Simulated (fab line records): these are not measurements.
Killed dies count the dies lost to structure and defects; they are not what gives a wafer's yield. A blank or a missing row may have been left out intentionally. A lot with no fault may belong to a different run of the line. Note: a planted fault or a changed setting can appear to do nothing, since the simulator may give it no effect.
fab line records | flow ritCmos
record: lots: 7 wafers: 21 lastDay: 7
route steps=202 shown ACTIVE@19 FOX1@20 FOX2@23 NWELL@28 M1@202
lots that met no fault: from a run of the same line without faults
startH: start of the lot's first displayed wafer, in hours after the record's first day | waitH: hours since the lot's step before | " identical to the entry in the row above | L1.1+2: several wafers, shown together as one row | - either no value or no given start | * or withheld: withheld | < > ~ a bound
route shown NAME@n: a module of which the file shows steps, and the number in the route of the first | usual: the fault-free wafers' mean and standard deviation | same: alike in all rows | chamber/n: place in a boat | sites: each site's reading | _std_site: how widely they spread, as a standard deviation | _edge_site: inner sites' mean taken away from outer sites' mean | radiusMm: how far each site lies from the wafer's centre | mask NAME#n: copy n | behind: tool/chamber where the wafer was last shaped | hold: the reason the lot was held/the length of the hold in hours/how it ended | device: which transistor (n, p or np) failed to switch | end of line: at the end of the route, the tests of the same wafers | a step given without rows: its recipe and nothing more | killed: at the first sort, the dies lost to defects and structure; wafer yield is something else | map: the dies of a wafer, with x for killed, . for not killed, _ for no die there
set.NAME: the setting that was run; set.NAME@STEP: the one run at that earlier step | model.NAME: the simulator's own value behind a step, which no gauge read
lots at some steps of the route; a table a step, a row a wafer
services: a tool's chamber out of use, with start hour (startH, from the record's first day; less than 0 if before it), hours out, and reason
== steps ==
step: RIT_ACTIVE_CLEAN_17
recipe: chemistry: SC2 mix: 3:3:50 timeS: 600 tempC: 75 dry: n2Spin
step: RIT_FOX1_OXIDATION_00
recipe: tempC: 1107 ambient: H2O targetThkA: 3507 pH2oTorr: 720 oxTimeS: 1130
step: RIT_FOX1_THK_MEAS_01
recipe: reads: SiO2_of_FOX1_OXIDATION_00
usual: FOX1_OXIDE_THK: 366/5.3
columns lot.wafer tool chamber startH waitH FOX1_OXIDE_THK[nm]
L649.2 filmMetro-02 - 16.95 0.0 372
L649.3 " - " " 365
L649.4 " - " " 370
L651.1 filmMetro-02 - 30.30 0.0 367
L651.2 " - " " 370
L651.5 " - " " 370
L663.1 filmMetro-02 - 87.76 0.0 361
L663.5 " - " " 369
L663.6 " - " " 358
L664.2 filmMetro-02 - 91.86 0.0 365
L664.5 " - " " 364
L664.6 " - " " 361
L666.1 filmMetro-04 - 101.94 0.0 362
L666.3 " - " " 365
L666.6 " - " " 363
L667.2 filmMetro-04 - 107.15 0.0 378
L667.4 " - " " 373
L667.5 " - " " 372
L669.1 filmMetro-01 - 116.98 0.0 373
L669.2 " - " " 370
L669.6 " - " " 370
step: RIT_FOX1_WET_ETCH_02
recipe: chemistry: BOE targetDepthNm: 350 timeS: 390 tempC: 21.5 dry: n2Spin dilution: 10:1 target: SiO2
step: RIT_FOX2_OXIDATION_00
recipe: tempC: 1100 ambient: H2O targetThkA: 3507 pH2oTorr: 720 oxTimeS: 1130
step: RIT_FOX2_THK_MEAS_01
recipe: reads: SiO2_of_FOX2_OXIDATION_00
usual: FOX2_OXIDE_THK: 354/7
columns lot.wafer tool chamber startH waitH FOX2_OXIDE_THK[nm]
L649.2 filmMetro-02 - 18.44 0.0 352
L649.3 " - " " 357
L649.4 " - " " 355
L651.1 filmMetro-02 - 31.79 0.0 353
L651.2 " - " " 355
L651.5 " - " " 355
L663.1 filmMetro-03 - 89.25 0.0 346
L663.5 " - " " 350
L663.6 " - " " 345
L664.2 filmMetro-03 - 93.35 0.0 364
L664.5 " - " " 359
L664.6 " - " " 361
L666.1 filmMetro-04 - 103.46 0.0 357
L666.3 " - " " 353
L666.6 " - " " 356
L667.2 filmMetro-04 - 108.64 0.0 365
L667.4 " - " " 363
L667.5 " - " " 359
L669.1 filmMetro-04 - 118.92 0.0 338
L669.2 " - " " 335
L669.6 " - " " 331
step: RIT_FOX2_CLEAN_02
recipe: chemistry: dHF dilution: 50:1 timeS: 180
step: RIT_FOX2_WET_ETCH_03
recipe: chemistry: H3PO4 target: Si3N4 targetDepthNm: 195 tempC: 165 timeS: 2700
step: RIT_FOX2_THK_MEAS_90
recipe: reads: SiO2_of_FOX2_OXIDATION_00
usual: FIELD_OXIDE_LEFT_1_THK: 327/6.9
columns lot.wafer tool chamber startH waitH FIELD_OXIDE_LEFT_1_THK[nm]
L649.2 filmMetro-03 - 19.40 0.0 325
L649.3 " - " " 330
L649.4 " - " " 327
L651.1 filmMetro-02 - 32.74 0.0 325
L651.2 " - " " 328
L651.5 " - " " 328
L663.1 filmMetro-03 - 90.13 0.0 319
L663.5 " - " " 323
L663.6 " - " " 317
L664.2 filmMetro-03 - 94.30 0.0 336
L664.5 " - " " 332
L664.6 " - " " 334
L666.1 filmMetro-03 - 104.34 0.0 330
L666.3 " - " " 326
L666.6 " - " " 329
L667.2 filmMetro-02 - 109.53 0.0 338
L667.4 " - " " 335
L667.5 " - " " 331
L669.1 filmMetro-04 - 119.79 0.0 310
L669.2 " - " " 308
L669.6 " - " " 303
step: RIT_NWELL_HMDS_00
recipe: primeTimeS: 60 primeTempC: 140
step: RIT_NWELL_COAT_01
recipe: resist: NOVOLAK spinRpm: 2000 resistThkNm: 1300
step: RIT_NWELL_SOFTBAKE_02
recipe: resist: NOVOLAK tempC: 90 timeS: 60
step: RIT_NWELL_EXPOSE_03
recipe: maskId: M2 na: 0.57 targetCdNm: 43900 doseMj: 250
columns lot.wafer tool chamber startH waitH mask model.NWELL.overlayXNm
L649.2+3+4 ilineStepper-02 0 19.91 0.1 M2#0 0.2769
L651.1+2+5 ilineStepper-01 0 33.25 0.1 M2#0 -0.4481
L663.1+5+6 ilineStepper-02 0 90.77 0.2 M2#0 -150.8
L664.2+5+6 ilineStepper-01 0 94.95 0.2 M2#0 -1.394
L666.1+3+6 ilineStepper-02 0 104.98 0.2 M2#0 -149.7
L667.2+4+5 ilineStepper-02 0 110.05 0.1 M2#0 -148.9
L669.1+2+6 ilineStepper-01 0 120.43 0.2 M2#0 -0.4456
step: RIT_NWELL_PEB_04
recipe: resist: NOVOLAK tempC: withheld timeS: withheld
step: RIT_NWELL_DEVELOP_05
recipe: resist: NOVOLAK developTimeS: 68 devTempC: 23
step: RIT_NWELL_OVL_MEAS_06
usual: NWELL_OVL: -0.8/1.4
columns lot.wafer tool chamber startH waitH NWELL_OVL[nm]
L649.2 overlay-02 - 20.33 - -1.8
L649.3 " - " " -1.2
L649.4 " - " " -1.2
L651.1 overlay-02 - 33.68 - -2.7
L651.2 " - " " -3.4
L651.5 " - " " -3.7
L663.1 overlay-01 - 91.20 - -149.9
L663.5 " - " " -150.1
L663.6 " - " " -151.7
L664.2 overlay-02 - 95.36 - -3.5
L664.5 " - " " -2.8
L664.6 " - " " -2.8
L666.1 overlay-02 - 105.41 - -150.3
L666.3 " - " " -151.4
L666.6 " - " " -151.2
L667.2 overlay-01 - 110.47 - -148.7
L667.4 " - " " -148.6
L667.5 " - " " -147.7
L669.1 overlay-02 - 120.86 - -3.7
L669.2 " - " " -2.3
L669.6 " - " " -3.5
step: RIT_NWELL_HARDBAKE_07
recipe: resist: NOVOLAK tempC: 140 timeS: 120
step: RIT_M1_PROBE_99
usual: killedAtFrontEnd: 6.3/2.9 killedDies: 6.4/2.9 killedOpen: 3.3/2.1 killedShort: 3.1/1.7
same: grossDies: 264 killed_at_M0_to_M3: 0 killed_at_M4_up: 0 killedAtBackSide: 0 killedAtContacts: 0 killedAtOther: 0
columns lot.wafer tool chamber startH waitH killedAtFrontEnd killedDies killedOpen killedShort model.etest.wellEdgeRight.lineOhmUm model.etest.wellEdgeLeft.lineOhmUm
L649.2 prober-01 - 58.08 0.1 8 8 3 5 182.7 183.2
L649.3 prober-01 - 58.13 0.2 6 6 3 3 180.7 184.5
L649.4 prober-01 - 58.18 0.2 2 2 1 1 182.3 181.7
L651.1 prober-01 - 71.68 0.1 10 10 5 5 182.5 181.3
L651.2 prober-01 - 71.73 0.1 6 6 2 4 184.3 183.5
L651.5 prober-01 - 71.88 0.2 6 6 2 4 183.8 184.5
L663.1 prober-02 - 128.11 0.1 3 3 1 2 194.6 175.6
L663.5 prober-02 - 128.31 0.2 6 6 6 0 192.3 176.3
L663.6 prober-02 - 128.36 0.2 8 8 3 5 191.3 177.9
L664.2 prober-01 - 133.80 0.1 6 6 4 2 184 184.4
L664.5 prober-01 - 133.95 0.2 5 5 2 3 185.3 182
L664.6 prober-01 - 134.00 0.2 9 9 3 6 181.6 183.6
L666.1 prober-01 - 143.05 0.1 4 4 2 2 189.3 175.5
L666.3 prober-01 - 143.15 0.2 1 1 0 1 193.6 176.5
L666.6 prober-01 - 143.30 0.2 9 9 5 4 191.7 177.4
L667.2 prober-02 - 146.52 0.1 4 4 2 2 192.3 177.8
L667.4 prober-02 - 146.62 0.2 10 10 5 5 195.5 175.7
L667.5 prober-02 - 146.67 0.2 6 6 3 3 188.7 177.4
L669.1 prober-02 - 158.67 0.1 8 8 3 5 181.8 183
L669.2 prober-02 - 158.72 0.1 3 3 2 1 181.9 181.1
L669.6 prober-02 - 158.92 0.2 2 2 0 2 182.8 182.5
killed by level:class
L649.2 GATE:geometricParticle:open=3 SILICIDE:geometricParticle:short=2 FOX2:geometricParticle:short=1 GATE:geometricParticle:short=1 REOX:geometricParticle:short=1
L649.3 GATE:geometricParticle:open=3 FOX2:geometricParticle:short=1 GATE:geometricParticle:short=1 SILICIDE:geometricParticle:short=1
L649.4 FOX1:geometricParticle:open=1 SPACER:geometricParticle:short=1
L651.1 GATE:geometricParticle:open=3 GATE:geometricParticle:short=2 SPACER:geometricParticle:short=2 REOX:geometricParticle:open=1 REOX:geometricParticle:short=1 SPACER:geometricParticle:open=1
L651.2 GATE:geometricParticle:open=2 GATE:geometricParticle:short=2 SPACER:geometricParticle:short=1 SILICIDE:geometricParticle:short=1
L651.5 GATE:geometricParticle:short=4 SPACER:geometricParticle:open=2
L663.1 GATE:geometricParticle:open=1 SPACER:geometricParticle:short=1 SILICIDE:geometricParticle:short=1
L663.5 FOX1:geometricParticle:open=2 REOX:geometricParticle:open=2 GATE:geometricParticle:open=1 SPACER:geometricParticle:open=1
L663.6 REOX:geometricParticle:short=2 REOX:geometricParticle:open=2 FOX1:geometricParticle:open=1 FOX1:geometricParticle:short=1 FOX2:geometricParticle:short=1 SILICIDE:geometricParticle:short=1
L664.2 GATE:geometricParticle:open=2 GATE:geometricParticle:short=1 SPACER:geometricParticle:open=1 SPACER:geometricParticle:short=1 SILICIDE:geometricParticle:open=1
L664.5 FOX1:geometricParticle:short=2 FOX1:geometricParticle:open=1 FOX2:geometricParticle:open=1 SPACER:geometricParticle:short=1
L664.6 GATE:geometricParticle:short=2 ACTIVE:geometricParticle:short=1 FOX1:geometricParticle:open=1 FOX1:geometricParticle:short=1 GATE:geometricParticle:open=1 REOX:geometricParticle:open=1 SPACER:geometricParticle:short=1 SILICIDE:geometricParticle:short=1
L666.1 GATE:geometricParticle:open=2 REOX:geometricParticle:short=1 SPACER:geometricParticle:short=1
L666.3 REOX:geometricParticle:short=1
L666.6 REOX:geometricParticle:short=2 SPACER:geometricParticle:open=2 FOX1:geometricParticle:short=1 FOX2:geometricParticle:short=1 GATE:geometricParticle:open=1 REOX:geometricParticle:open=1 SILICIDE:geometricParticle:open=1
L667.2 SILICIDE:geometricParticle:open=2 FOX2:geometricParticle:short=1 GATE:geometricParticle:short=1
L667.4 SILICIDE:geometricParticle:short=3 GATE:geometricParticle:short=2 SILICIDE:geometricParticle:open=2 FOX2:geometricParticle:open=1 GATE:geometricParticle:open=1 SPACER:geometricParticle:open=1
L667.5 ACTIVE:geometricParticle:open=1 FOX2:geometricParticle:short=1 REOX:geometricParticle:open=1 REOX:geometricParticle:short=1 SPACER:geometricParticle:open=1 SILICIDE:geometricParticle:short=1
L669.1 GATE:geometricParticle:short=3 FOX2:geometricParticle:short=1 FOX2:geometricParticle:open=1 GATE:geometricParticle:open=1 REOX:geometricParticle:open=1 SILICIDE:geometricParticle:short=1
L669.2 GATE:geometricParticle:open=1 SILICIDE:geometricParticle:open=1 SILICIDE:geometricParticle:short=1
L669.6 GATE:geometricParticle:short=2
== services ==
columns tool chamber startH hours kind
ilineStepper-01 - 1.68 5.9 repair
ilineStepper-01 - 8.45 5.3 repair
ilineStepper-01 - 15.61 1.7 pm
ilineStepper-01 0 34.01 - calibration
ilineStepper-02 0 63.35 - calibration
ilineStepper-02 - 63.47 1.7 pm
ilineStepper-02 - 74.89 2.1 pm
ilineStepper-02 - 76.97 - consumableReplace:lamp
== key ==
firstSign: step: RIT_NWELL_OVL_MEAS_06 reading: NWELL_OVL direction: down sigmas: 99+ usual: -0.8 struck: -149.9
effect none on later readings
modelEffect: step: RIT_NWELL_EXPOSE_03 value: NWELL.overlayXNm without: 0.2086 struck: -149.8
modelEffect: step: RIT_M1_PROBE_99 value: etest.wellEdgeRight.lineOhmUm without: 183.8 struck: 192.1
metAt RIT_NWELL_EXPOSE_03
struckWafers L663.1,L663.5,L663.6,L666.1,L666.3,L666.6,L667.2,L667.4,L667.5
testerLeftOut L663,L666,L667
onsetBetween 19.91 90.77
fault: kind: scannerMatchingOverlay tool: ilineStepper-02 chamber: - onsetH: 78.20 steps: RIT_NWELL_EXPOSE_03 offset: -150
testerLeftOut: of these lots the tester's yield and bins aren't shown, on N5 and GAA mostly nor the transistor test; their killed dies are dies lost to structure and defects alone, not to doping, threshold or leakage, so they don't give the yield
